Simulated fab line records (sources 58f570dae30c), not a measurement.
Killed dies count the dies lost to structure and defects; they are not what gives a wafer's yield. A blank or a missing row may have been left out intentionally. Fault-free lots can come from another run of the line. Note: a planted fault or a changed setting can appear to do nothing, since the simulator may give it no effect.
fab line records ; flow berkeleyCmos170
[record] lots = 5; wafers = 27
route steps=331 shown NWELL@15 PWELL@36 GATE@141 SDANNEAL@205 PSD@206 NSD@207 PLDD@208 V1@254 V2@292
startH: hours from the record's opening day to when the first of the lot's shown wafers began ; waitH: hours from the lot's prior step to this one ; " unchanged from the row above ; L1.1+2: several wafers, shown together as one row ; - either no value or no given start ; * or withheld: withheld ; < > ~ a bound
route shown NAME@n: NAME is a module with steps in the file, n the number in the route of the first one ; usual: the fault-free wafers' mean and standard deviation ; same: alike in all rows ; chamber/n: place in a boat ; sites: each site's reading ; _std_site: the values' standard deviation ; _edge_site: the outer-site mean with the inner-site mean subtracted ; radiusMm: how far each site lies from the wafer's centre ; mask NAME#n: copy n ; behind: the most recent tool/chamber to have shaped the wafer ; hold: why the lot was held/for how many hours/how that ended ; device: which transistor (n, p or np) failed to switch ; end of line: the tests these same wafers got at the end of their route ; a step without rows: its recipe alone ; killed: not the wafer's yield, but the dies lost to structure and defects at the first sort ; map: the dies of a wafer, with x for killed, . for not killed, _ for no die there
set.NAME: the run value of the setting; set.NAME@STEP: its run value at that earlier step ; model.NAME: the simulator's own value behind a step, which no gauge read
lots run with intentionally changed settings; tables by step, rows by wafer
[[steps]]
[step UCB170_NWELL_OXIDATION_01]
[recipe] tempC = 1000; ambient = O2; targetThkA = 264; oxTimeS = 1260
lot.wafer;tool;chamber;startH;waitH;set.oxTimeS;model.SiO2_of_NWELL_OXIDATION_01.thkNm
L074.1;-;-;-;2.7;999.1;23.79
L074.2;-;-;-;2.7;999.1;22.94
L074.3;-;-;-;2.7;999.1;23.29
L074.4+5;-;-;-;2.7;999.1;23.23
L074.6;-;-;-;2.7;999.1;22.9
L077.1;furnace-04;0;35.02;1.9;1260;26.85
L077.2;furnace-04;0;35.02;1.9;1260;26.84
L077.3;furnace-04;0;35.02;1.9;1260;26.18
L080.1;-;-;-;2.4;1260;25.58
L080.2;-;-;-;2.4;1260;26.32
L080.3;-;-;-;2.4;1260;25.79
L080.4;-;-;-;2.4;1260;26.84
L080.5;-;-;-;2.4;1260;26.05
L080.6;-;-;-;2.4;1260;26.43
L081.1;-;-;-;2.3;1648;30.94
L081.2;-;-;-;2.3;1648;31.09
L081.3;-;-;-;2.3;1648;31.21
L081.4;-;-;-;2.3;1648;31.02
L081.5;-;-;-;2.3;1648;31.06
L081.6;-;-;-;2.3;1648;30.86
L085.1;-;-;-;2.1;1904;32.77
L085.2;-;-;-;2.1;1904;32.43
L085.3;-;-;-;2.1;1904;32.37
L085.4;-;-;-;2.1;1904;32.95
L085.5;-;-;-;2.1;1904;32.48
L085.6;-;-;-;2.1;1904;32.42
[step UCB170_NWELL_THK_MEAS_02]
[recipe] reads = SiO2_of_NWELL_OXIDATION_01
[usual] NWELL_OXIDE_THK = 26.3/0.37
lot.wafer;tool;chamber;startH;waitH;set.oxTimeS@NWELL_OXIDATION_01;NWELL_OXIDE_THK[nm]
L074.1;filmMetro-04;-;-;-;999.1;23.8
L074.2;filmMetro-04;-;-;-;999.1;22.9
L074.3;filmMetro-04;-;-;-;999.1;23.3
L074.4;filmMetro-04;-;-;-;999.1;23.2
L074.5;filmMetro-04;-;-;-;999.1;23.2
L074.6;filmMetro-04;-;-;-;999.1;22.9
L077.1;filmMetro-04;-;36.37;0.0;1260;26.8
L077.2;filmMetro-04;-;36.37;0.0;1260;26.8
L077.3;filmMetro-04;-;36.37;0.0;1260;26.2
L080.1;filmMetro-04;-;-;-;1260;25.6
L080.2;filmMetro-04;-;-;-;1260;26.3
L080.3;filmMetro-04;-;-;-;1260;25.8
L080.4;filmMetro-04;-;-;-;1260;26.8
L080.5;filmMetro-04;-;-;-;1260;26.1
L080.6;filmMetro-04;-;-;-;1260;26.4
L081.1;filmMetro-04;-;-;-;1648;31.0
L081.2;filmMetro-04;-;-;-;1648;31.1
L081.3;filmMetro-04;-;-;-;1648;31.2
L081.4;filmMetro-04;-;-;-;1648;31.0
L081.5;filmMetro-04;-;-;-;1648;31.1
L081.6;filmMetro-04;-;-;-;1648;30.9
L085.1;filmMetro-03;-;-;-;1904;32.8
L085.2;filmMetro-03;-;-;-;1904;32.4
L085.3;filmMetro-03;-;-;-;1904;32.4
L085.4;filmMetro-03;-;-;-;1904;33.0
L085.5;filmMetro-03;-;-;-;1904;32.5
L085.6;filmMetro-03;-;-;-;1904;32.4
[step UCB170_PWELL_OXIDATION_02]
[recipe] tempC = 1000; ambient = O2; targetThkA = 264; oxTimeS = 1260
lot.wafer;tool;chamber;startH;waitH;set.oxTimeS;model.SiO2_of_PWELL_OXIDATION_02.thkNm
L074.1+4;-;-;-;3.5;875.4;21.21
L074.2;-;-;-;3.5;875.4;21.73
L074.3;-;-;-;3.5;875.4;21.61
L074.5;-;-;-;3.5;875.4;21.17
L074.6;-;-;-;3.5;875.4;21.12
L077.1;furnace-03;0;54.38;3.3;1260;26.56
L077.2+3;furnace-03;0;54.38;3.3;1260;26.61
L080.1;-;-;-;2.8;1720;31.98
L080.2;-;-;-;2.8;1720;32.14
L080.3;-;-;-;2.8;1720;31.78
L080.4;-;-;-;2.8;1720;31.99
L080.5;-;-;-;2.8;1720;32.04
L080.6;-;-;-;2.8;1720;31.9
L081.1;-;-;-;4.3;1990;34.39
L081.2;-;-;-;4.3;1990;33.86
L081.3;-;-;-;4.3;1990;33.98
L081.4;-;-;-;4.3;1990;33.81
L081.5;-;-;-;4.3;1990;34.05
L081.6;-;-;-;4.3;1990;33.95
L085.1;-;-;-;3.3;1462;29.62
L085.2+5;-;-;-;3.3;1462;29.79
L085.3;-;-;-;3.3;1462;29.35
L085.4;-;-;-;3.3;1462;29.63
L085.6;-;-;-;3.3;1462;29.37
[step UCB170_PWELL_THK_MEAS_03]
[recipe] reads = SiO2_of_PWELL_OXIDATION_02
[usual] PWELL_OXIDE_THK = 26.5/0.48
lot.wafer;tool;chamber;startH;waitH;set.oxTimeS@PWELL_OXIDATION_02;PWELL_OXIDE_THK[nm]
L074.1;filmMetro-04;-;-;-;875.4;21.2
L074.2;filmMetro-04;-;-;-;875.4;21.7
L074.3;filmMetro-04;-;-;-;875.4;21.6
L074.4;filmMetro-04;-;-;-;875.4;21.2
L074.5;filmMetro-04;-;-;-;875.4;21.2
L074.6;filmMetro-04;-;-;-;875.4;21.2
L077.1;filmMetro-01;-;55.73;0.0;1260;26.5
L077.2;filmMetro-01;-;55.73;0.0;1260;26.6
L077.3;filmMetro-01;-;55.73;0.0;1260;26.6
L080.1;filmMetro-03;-;-;-;1720;32.0
L080.2;filmMetro-03;-;-;-;1720;32.1
L080.3;filmMetro-03;-;-;-;1720;31.8
L080.4;filmMetro-03;-;-;-;1720;31.9
L080.5;filmMetro-03;-;-;-;1720;32.1
L080.6;filmMetro-03;-;-;-;1720;31.9
L081.1;filmMetro-04;-;-;-;1990;34.4
L081.2;filmMetro-04;-;-;-;1990;33.8
L081.3;filmMetro-04;-;-;-;1990;34.0
L081.4;filmMetro-04;-;-;-;1990;33.8
L081.5;filmMetro-04;-;-;-;1990;34.0
L081.6;filmMetro-04;-;-;-;1990;33.9
L085.1;filmMetro-01;-;-;-;1462;29.6
L085.2;filmMetro-01;-;-;-;1462;29.8
L085.3;filmMetro-01;-;-;-;1462;29.4
L085.4;filmMetro-01;-;-;-;1462;29.6
L085.5;filmMetro-01;-;-;-;1462;29.8
L085.6;filmMetro-01;-;-;-;1462;29.4
[step UCB170_GATE_ETCH_15]
[recipe] chemistry = HBr/Cl2; target = poly-Si; stopOn = SiO2; overEtchFrac = 0.3; icpW = 300; biasW = 150; timeS = 56.3; pressureMtorr = 15; HBr_flow_sccm = 150; Cl2_flow_sccm = 50; targetDepthA = 2782
[usual] oesProductAu = 0.837/0.013
lot.wafer;tool;chamber;startH;waitH;set.targetDepthA;oesProductAu;model.KrF_of_GATE_COAT_07.thkNm
L074.1;rieSi-02;2;127.01;-;2782;0.848;776.4
L074.2;rieSi-02;3;127.01;-;2782;0.843;777.7
L074.3;rieSi-02;0;127.01;-;2782;0.822;776
L074.4;rieSi-02;1;127.01;-;2782;0.829;776.9
L074.5;rieSi-02;3;127.01;-;2782;0.831;776.2
L074.6;rieSi-02;2;127.01;-;2782;0.852;774.6
L077.1;rieSi-01;1;135.58;-;2782;0.862;770.9
L077.2;rieSi-01;2;135.58;-;2782;0.806;770.9
L077.3;rieSi-01;3;135.58;-;2782;0.832;770
L080.1;rieSi-01;3;155.69;-;2782;0.834;774.1
L080.2;rieSi-01;1;155.69;-;2782;0.874;776.3
L080.3;rieSi-01;0;155.69;-;2782;0.833;775.4
L080.4;rieSi-01;1;155.69;-;2782;0.864;778
L080.5;rieSi-01;3;155.69;-;2782;0.831;774.9
L080.6;rieSi-01;0;155.69;-;2782;0.832;769.7
L081.1;rieSi-02;1;161.86;-;4125;0.644;728.4
L081.2;rieSi-02;3;161.86;-;2782;0.845;778.8
L081.3;rieSi-02;0;161.86;-;4125;0.640;726.5
L081.4;rieSi-02;2;161.86;-;2782;0.851;780.3
L081.5;rieSi-02;3;161.86;-;2782;0.845;778
L081.6;rieSi-02;0;161.86;-;4125;0.635;728.1
L085.1;rieSi-02;1;182.46;-;1986;0.991;809.5
L085.2;rieSi-02;3;182.46;-;1986;1.016;811.4
L085.3;rieSi-02;2;182.46;-;2782;0.841;779.3
L085.4;rieSi-02;0;182.46;-;2782;0.828;781.6
L085.5;rieSi-02;1;182.46;-;2782;0.821;779.2
L085.6;rieSi-02;2;182.46;-;1986;1.014;811.6
[step UCB170_SDANNEAL_RTA_01]
[recipe] tempC = 1050; timeS = 5; ambient = N2
[usual] lampPowerPct = 40.46/0.11
lot.wafer;tool;chamber;startH;waitH;set.timeS;lampPowerPct
L074.1;rtpAnneal-01;0;142.11;0.1;5;40.37
L074.2;rtpAnneal-01;0;142.11;0.1;5;40.35
L074.3;rtpAnneal-01;0;142.11;0.1;5;40.33
L074.4;rtpAnneal-01;0;142.11;0.1;5;40.37
L074.5;rtpAnneal-01;0;142.11;0.1;5;40.32
L074.6;rtpAnneal-01;0;142.11;0.1;5;40.33
L077.1;rtpAnneal-02;0;152.25;0.1;5;40.60
L077.2;rtpAnneal-02;0;152.25;0.1;5;40.55
L077.3;rtpAnneal-02;0;152.25;0.1;5;40.60
L080.1;rtpAnneal-02;0;171.19;0.1;5.833;40.49
L080.2;rtpAnneal-02;0;171.19;0.1;5;40.61
L080.3;rtpAnneal-02;0;171.19;0.1;5.833;40.37
L080.4;rtpAnneal-02;0;171.19;0.1;5;40.54
L080.5;rtpAnneal-02;0;171.19;0.1;5;40.56
L080.6;rtpAnneal-02;0;171.19;0.1;5.833;40.48
L081.1;rtpAnneal-02;0;176.47;0.1;5.766;40.49
L081.2;rtpAnneal-02;0;176.47;0.1;5.766;40.40
L081.3;rtpAnneal-02;0;176.47;0.1;5.766;40.33
L081.4;rtpAnneal-02;0;176.47;0.1;5;40.55
L081.5;rtpAnneal-02;0;176.47;0.1;5;40.51
L081.6;rtpAnneal-02;0;176.47;0.1;5;40.54
L085.1;rtpAnneal-01;0;198.91;0.1;3.426;40.60
L085.2;rtpAnneal-01;0;198.91;0.1;5;40.36
L085.3;rtpAnneal-01;0;198.91;0.1;5;40.34
L085.4;rtpAnneal-01;0;198.91;0.1;3.426;40.64
L085.5;rtpAnneal-01;0;198.91;0.1;3.426;40.63
L085.6;rtpAnneal-01;0;198.91;0.1;5;40.32
[step UCB170_SDANNEAL_RS_MEAS_02]
[recipe] thkMeasGauge = four-point-probe
[usual] PSD_RS = 75.53/0.26
lot.wafer;tool;chamber;startH;waitH;set.timeS@SDANNEAL_RTA_01;PSD_RS[ohm/sq]
L074.1;filmMetro-04;-;142.22;0.1;5;76.12
L074.2;filmMetro-04;-;142.22;0.1;5;75.80
L074.3;filmMetro-04;-;142.22;0.1;5;75.92
L074.4;filmMetro-04;-;142.22;0.1;5;76.17
L074.5;filmMetro-04;-;142.22;0.1;5;75.94
L074.6;filmMetro-04;-;142.22;0.1;5;75.80
L077.1;filmMetro-02;-;152.31;0.0;5;75.49
L077.2;filmMetro-02;-;152.31;0.0;5;75.92
L077.3;filmMetro-02;-;152.31;0.0;5;75.78
L080.1;filmMetro-02;-;171.25;0.0;5.833;72.44
L080.2;filmMetro-02;-;171.25;0.0;5;75.02
L080.3;filmMetro-02;-;171.25;0.0;5.833;72.79
L080.4;filmMetro-02;-;171.25;0.0;5;75.29
L080.5;filmMetro-02;-;171.25;0.0;5;75.16
L080.6;filmMetro-02;-;171.25;0.0;5.833;72.48
L081.1;filmMetro-02;-;176.53;0.0;5.766;73.62
L081.2;filmMetro-02;-;176.53;0.0;5.766;73.24
L081.3;filmMetro-02;-;176.53;0.0;5.766;73.43
L081.4;filmMetro-02;-;176.53;0.0;5;75.84
L081.5;filmMetro-02;-;176.53;0.0;5;75.78
L081.6;filmMetro-02;-;176.53;0.0;5;75.96
L085.1;filmMetro-01;-;198.97;0.0;3.426;82.94
L085.2;filmMetro-01;-;198.97;0.0;5;75.44
L085.3;filmMetro-01;-;198.97;0.0;5;75.44
L085.4;filmMetro-01;-;198.97;0.0;3.426;82.82
L085.5;filmMetro-01;-;198.97;0.0;3.426;83.24
L085.6;filmMetro-01;-;198.97;0.0;5;75.59
[step UCB170_SDANNEAL_RS_MEAS_03]
[recipe] thkMeasGauge = four-point-probe
[usual] NSD_RS = 37.63/0.083
lot.wafer;tool;chamber;startH;waitH;set.timeS@SDANNEAL_RTA_01;NSD_RS[ohm/sq]
L074.1;filmMetro-04;-;142.34;0.1;5;37.66
L074.2;filmMetro-04;-;142.34;0.1;5;37.61
L074.3;filmMetro-04;-;142.34;0.1;5;37.62
L074.4;filmMetro-04;-;142.34;0.1;5;37.72
L074.5;filmMetro-04;-;142.34;0.1;5;37.57
L074.6;filmMetro-04;-;142.34;0.1;5;37.65
L077.1;filmMetro-02;-;152.43;0.1;5;37.66
L077.2;filmMetro-02;-;152.43;0.1;5;37.72
L077.3;filmMetro-02;-;152.43;0.1;5;37.70
L080.1;filmMetro-02;-;171.37;0.1;5.833;37.14
L080.2;filmMetro-02;-;171.37;0.1;5;37.58
L080.3;filmMetro-02;-;171.37;0.1;5.833;37.19
L080.4;filmMetro-02;-;171.37;0.1;5;37.63
L080.5;filmMetro-02;-;171.37;0.1;5;37.57
L080.6;filmMetro-02;-;171.37;0.1;5.833;37.08
L081.1;filmMetro-02;-;176.65;0.1;5.766;37.33
L081.2;filmMetro-02;-;176.65;0.1;5.766;37.20
L081.3;filmMetro-02;-;176.65;0.1;5.766;37.27
L081.4;filmMetro-02;-;176.65;0.1;5;37.67
L081.5;filmMetro-02;-;176.65;0.1;5;37.61
L081.6;filmMetro-02;-;176.65;0.1;5;37.69
L085.1;filmMetro-01;-;199.09;0.1;3.426;38.75
L085.2;filmMetro-01;-;199.09;0.1;5;37.67
L085.3;filmMetro-01;-;199.09;0.1;5;37.77
L085.4;filmMetro-01;-;199.09;0.1;3.426;38.81
L085.5;filmMetro-01;-;199.09;0.1;3.426;38.87
L085.6;filmMetro-01;-;199.09;0.1;5;37.72
[step UCB170_SDANNEAL_RS_MEAS_04]
[recipe] thkMeasGauge = four-point-probe
[usual] PLDD_RS = 1031.3/2
lot.wafer;tool;chamber;startH;waitH;set.timeS@SDANNEAL_RTA_01;PLDD_RS[ohm/sq]
L074.1;filmMetro-04;-;142.46;0.1;5;1030.0
L074.2;filmMetro-04;-;142.46;0.1;5;1030.9
L074.3;filmMetro-04;-;142.46;0.1;5;1028.7
L074.4;filmMetro-04;-;142.46;0.1;5;1031.4
L074.5;filmMetro-04;-;142.46;0.1;5;1031.2
L074.6;filmMetro-04;-;142.46;0.1;5;1032.8
L077.1;filmMetro-02;-;152.55;0.1;5;1031.0
L077.2;filmMetro-02;-;152.55;0.1;5;1031.5
L077.3;filmMetro-02;-;152.55;0.1;5;1029.5
L080.1;filmMetro-02;-;171.49;0.1;5.833;1026.6
L080.2;filmMetro-02;-;171.49;0.1;5;1029.2
L080.3;filmMetro-02;-;171.49;0.1;5.833;1027.0
L080.4;filmMetro-02;-;171.49;0.1;5;1034.6
L080.5;filmMetro-02;-;171.49;0.1;5;1033.7
L080.6;filmMetro-02;-;171.49;0.1;5.833;1028.6
L081.1;filmMetro-02;-;176.77;0.1;5.766;1028.8
L081.2;filmMetro-02;-;176.77;0.1;5.766;1029.1
L081.3;filmMetro-02;-;176.77;0.1;5.766;1030.4
L081.4;filmMetro-02;-;176.77;0.1;5;1033.6
L081.5;filmMetro-02;-;176.77;0.1;5;1030.6
L081.6;filmMetro-02;-;176.77;0.1;5;1035.4
L085.1;filmMetro-01;-;199.21;0.1;3.426;1037.6
L085.2;filmMetro-01;-;199.21;0.1;5;1030.8
L085.3;filmMetro-01;-;199.21;0.1;5;1029.9
L085.4;filmMetro-01;-;199.21;0.1;3.426;1039.0
L085.5;filmMetro-01;-;199.21;0.1;3.426;1037.3
L085.6;filmMetro-01;-;199.21;0.1;5;1032.1
[step UCB170_V1_CVD_00]
[recipe] material = SiO2; targetThkNm = 2000; tempC = 390; precursor = TEOS/O2; timeS = 250; rfW = 550; pressureMtorr = 9000
lot.wafer;tool;chamber;startH;waitH;set.timeS;model.SiO2_of_V1_CVD_00.thkNm
L074.1;pecvd-02;1;157.99;0.0;289.1;2242
L074.2;pecvd-02;2;157.99;0.0;250;2010
L074.3;pecvd-02;0;157.99;0.0;289.1;2302
L074.4;pecvd-02;0;157.99;0.0;289.1;2328
L074.5;pecvd-02;2;157.99;0.0;250;2058
L074.6;pecvd-02;1;157.99;0.0;250;1986
L077.1;pecvd-02;2;166.88;0.0;250;2031
L077.2;pecvd-02;1;166.88;0.0;250;1982
L077.3;pecvd-02;0;166.88;0.0;250;2008
L080.1;pecvd-01;0;187.17;0.0;373.8;2996
L080.2;pecvd-01;1;187.17;0.0;373.8;2964
L080.3;pecvd-01;2;187.17;0.0;250;1979
L080.4;pecvd-01;0;187.17;0.0;373.8;3036
L080.5;pecvd-01;2;187.17;0.0;250;2014
L080.6;pecvd-01;1;187.17;0.0;250;2029
L081.1;pecvd-01;2;187.33;0.2;250;1991
L081.2;pecvd-01;1;187.33;0.2;160.4;1276
L081.3+5;pecvd-01;0;187.33;0.2;160.4;1304
L081.4;pecvd-01;2;187.33;0.2;250;2009
L081.6;pecvd-01;1;187.33;0.2;250;1997
L085.1;pecvd-04;1;215.75;0.0;250;1937
L085.2;pecvd-04;2;215.75;0.0;250;1947
L085.3;pecvd-04;0;215.75;0.0;250;1945
L085.4;pecvd-04;0;215.75;0.0;250;1961
L085.5;pecvd-04;2;215.75;0.0;250;1982
L085.6;pecvd-04;1;215.75;0.0;250;1957
[step UCB170_V1_THK_MEAS_01]
[recipe] reads = SiO2_of_V1_CVD_00
[usual] V1_TEOS_THK = 2006/29
lot.wafer;tool;chamber;startH;waitH;set.timeS@V1_CVD_00;V1_TEOS_THK[nm]
L074.1;filmMetro-02;-;158.15;0.1;289.1;2242
L074.2;filmMetro-02;-;158.15;0.1;250;2011
L074.3;filmMetro-02;-;158.15;0.1;289.1;2302
L074.4;filmMetro-02;-;158.15;0.1;289.1;2327
L074.5;filmMetro-02;-;158.15;0.1;250;2057
L074.6;filmMetro-02;-;158.15;0.1;250;1985
L077.1;filmMetro-04;-;167.04;0.1;250;2032
L077.2;filmMetro-04;-;167.04;0.1;250;1982
L077.3;filmMetro-04;-;167.04;0.1;250;2009
L080.1;filmMetro-02;-;187.33;0.1;373.8;2997
L080.2;filmMetro-02;-;187.33;0.1;373.8;2963
L080.3;filmMetro-02;-;187.33;0.1;250;1979
L080.4;filmMetro-02;-;187.33;0.1;373.8;3036
L080.5;filmMetro-02;-;187.33;0.1;250;2014
L080.6;filmMetro-02;-;187.33;0.1;250;2030
L081.1;filmMetro-04;-;187.48;0.1;250;1991
L081.2;filmMetro-04;-;187.48;0.1;160.4;1275
L081.3;filmMetro-04;-;187.48;0.1;160.4;1304
L081.4;filmMetro-04;-;187.48;0.1;250;2009
L081.5;filmMetro-04;-;187.48;0.1;160.4;1303
L081.6;filmMetro-04;-;187.48;0.1;250;1997
L085.1;filmMetro-03;-;215.90;0.1;250;1937
L085.2;filmMetro-03;-;215.90;0.1;250;1947
L085.3;filmMetro-03;-;215.90;0.1;250;1945
L085.4;filmMetro-03;-;215.90;0.1;250;1960
L085.5;filmMetro-03;-;215.90;0.1;250;1983
L085.6;filmMetro-03;-;215.90;0.1;250;1956
[step UCB170_V2_CVD_00]
[recipe] material = SiO2; targetThkNm = 2000; tempC = 390; precursor = TEOS/O2; timeS = 250; rfW = 550; pressureMtorr = 9000
lot.wafer;tool;chamber;startH;waitH;set.timeS;model.SiO2_of_V2_CVD_00.thkNm
L074.1;pecvd-02;2;163.99;0.1;133.4;-
L074.2;pecvd-02;0;163.99;0.1;133.4;1081
L074.3;pecvd-02;1;163.99;0.1;250;1962
L074.4;pecvd-02;1;163.99;0.1;133.4;1056
L074.5+6;pecvd-02;0,2;163.99;0.1;250;-
L077.1;pecvd-04;2;173.40;0.1;250;1994
L077.2;pecvd-04;1;173.40;0.1;250;1981
L077.3;pecvd-04;1;173.40;0.1;250;2034
L081.1;pecvd-04;1;195.29;0.1;250;2020
L081.2;pecvd-04;0;195.29;0.1;250;1995
L081.3;pecvd-04;2;195.29;0.1;250;2024
L081.4;pecvd-04;2;195.29;0.1;250;2041
L081.5;pecvd-04;0;195.29;0.1;250;2046
L081.6;pecvd-04;1;195.29;0.1;250;2032
L080.1+2;pecvd-03;1,0;195.67;0.1;250;-
L080.3;pecvd-03;2;195.67;0.1;369.6;-
L080.4;pecvd-03;0;195.67;0.1;369.6;2940
L080.5;pecvd-03;1;195.67;0.1;250;2020
L080.6;pecvd-03;2;195.67;0.1;369.6;2965
L085.1;pecvd-03;0;221.21;0.1;124.3;-
L085.2+5;pecvd-03;1;221.21;0.1;250;-
L085.3;pecvd-03;2;221.21;0.1;250;1982
L085.4;pecvd-03;0;221.21;0.1;124.3;1018
L085.6;pecvd-03;2;221.21;0.1;124.3;1019
[step UCB170_V2_THK_MEAS_01]
[recipe] reads = SiO2_of_V2_CVD_00
[usual] V2_TEOS_THK = 2008/28
lot.wafer;tool;chamber;startH;waitH;set.timeS@V2_CVD_00;V2_TEOS_THK[nm]
L074.1;filmMetro-01;-;164.15;0.1;133.4;1082
L074.2;filmMetro-01;-;164.15;0.1;133.4;1082
L074.3;filmMetro-01;-;164.15;0.1;250;1962
L074.4;filmMetro-01;-;164.15;0.1;133.4;1056
L074.5;filmMetro-01;-;164.15;0.1;250;2028
L074.6;filmMetro-01;-;164.15;0.1;250;2045
L077.1;filmMetro-03;-;173.63;0.2;250;1993
L077.2;filmMetro-03;-;173.63;0.2;250;1980
L077.3;filmMetro-03;-;173.63;0.2;250;2035
L081.1;filmMetro-03;-;195.44;0.1;250;2021
L081.2;filmMetro-03;-;195.44;0.1;250;1994
L081.3;filmMetro-03;-;195.44;0.1;250;2023
L081.4;filmMetro-03;-;195.44;0.1;250;2042
L081.5;filmMetro-03;-;195.44;0.1;250;2046
L081.6;filmMetro-03;-;195.44;0.1;250;2033
L080.1;filmMetro-01;-;195.82;0.1;250;1997
L080.2;filmMetro-01;-;195.82;0.1;250;1987
L080.3;filmMetro-01;-;195.82;0.1;369.6;2900
L080.4;filmMetro-01;-;195.82;0.1;369.6;2939
L080.5;filmMetro-01;-;195.82;0.1;250;2021
L080.6;filmMetro-01;-;195.82;0.1;369.6;2964
L085.1;filmMetro-01;-;221.37;0.1;124.3;1018
L085.2;filmMetro-01;-;221.37;0.1;250;1998
L085.3;filmMetro-01;-;221.37;0.1;250;1982
L085.4;filmMetro-01;-;221.37;0.1;124.3;1017
L085.5;filmMetro-01;-;221.37;0.1;250;2027
L085.6;filmMetro-01;-;221.37;0.1;124.3;1019
[[key]]
[split] step = UCB170_NWELL_OXIDATION_01; setting = oxTimeS; stated = 1260; by = lot
[response] step = UCB170_NWELL_OXIDATION_01; reading = model.SiO2_of_NWELL_OXIDATION_01.thkNm; change = +0.134; per = 1%; r = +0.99
[response] step = UCB170_NWELL_THK_MEAS_02; reading = NWELL_OXIDE_THK; change = +0.134; per = 1%; r = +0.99
[split] step = UCB170_PWELL_OXIDATION_02; setting = oxTimeS; stated = 1260; by = lot
[response] step = UCB170_PWELL_OXIDATION_02; reading = model.SiO2_of_PWELL_OXIDATION_02.thkNm; change = +0.145; per = 1%; r = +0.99
[response] step = UCB170_PWELL_THK_MEAS_03; reading = PWELL_OXIDE_THK; change = +0.145; per = 1%; r = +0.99
[split] step = UCB170_GATE_ETCH_15; setting = targetDepthA; stated = 2782; by = wafer
[response] step = UCB170_GATE_ETCH_15; reading = oesProductAu; change = -0.00479; per = 1%; r = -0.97
[response] step = UCB170_GATE_ETCH_15; reading = model.KrF_of_GATE_COAT_07.thkNm; change = -1.07; per = 1%; r = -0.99
[split] step = UCB170_SDANNEAL_RTA_01; setting = timeS; stated = 5; by = wafer
[response] step = UCB170_SDANNEAL_RTA_01; reading = lampPowerPct; change = -0.00854; per = 1%; r = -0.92
[response] step = UCB170_SDANNEAL_RS_MEAS_02; reading = PSD_RS; change = -0.211; per = 1%; r = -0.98
[response] step = UCB170_SDANNEAL_RS_MEAS_03; reading = NSD_RS; change = -0.0319; per = 1%; r = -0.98
[response] step = UCB170_SDANNEAL_RS_MEAS_04; reading = PLDD_RS; change = -0.242; per = 1%; r = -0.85
[split] step = UCB170_V1_CVD_00; setting = timeS; stated = 250; by = wafer
[response] step = UCB170_V1_CVD_00; reading = model.SiO2_of_V1_CVD_00.thkNm; change = +19.7; per = 1%; r = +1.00
[response] step = UCB170_V1_THK_MEAS_01; reading = V1_TEOS_THK; change = +19.7; per = 1%; r = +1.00
[split] step = UCB170_V2_CVD_00; setting = timeS; stated = 250; by = wafer
[response] step = UCB170_V2_CVD_00; reading = model.SiO2_of_V2_CVD_00.thkNm; change = +19.3; per = 1%; r = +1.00
[response] step = UCB170_V2_THK_MEAS_01; reading = V2_TEOS_THK; change = +19.7; per = 1%; r = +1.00
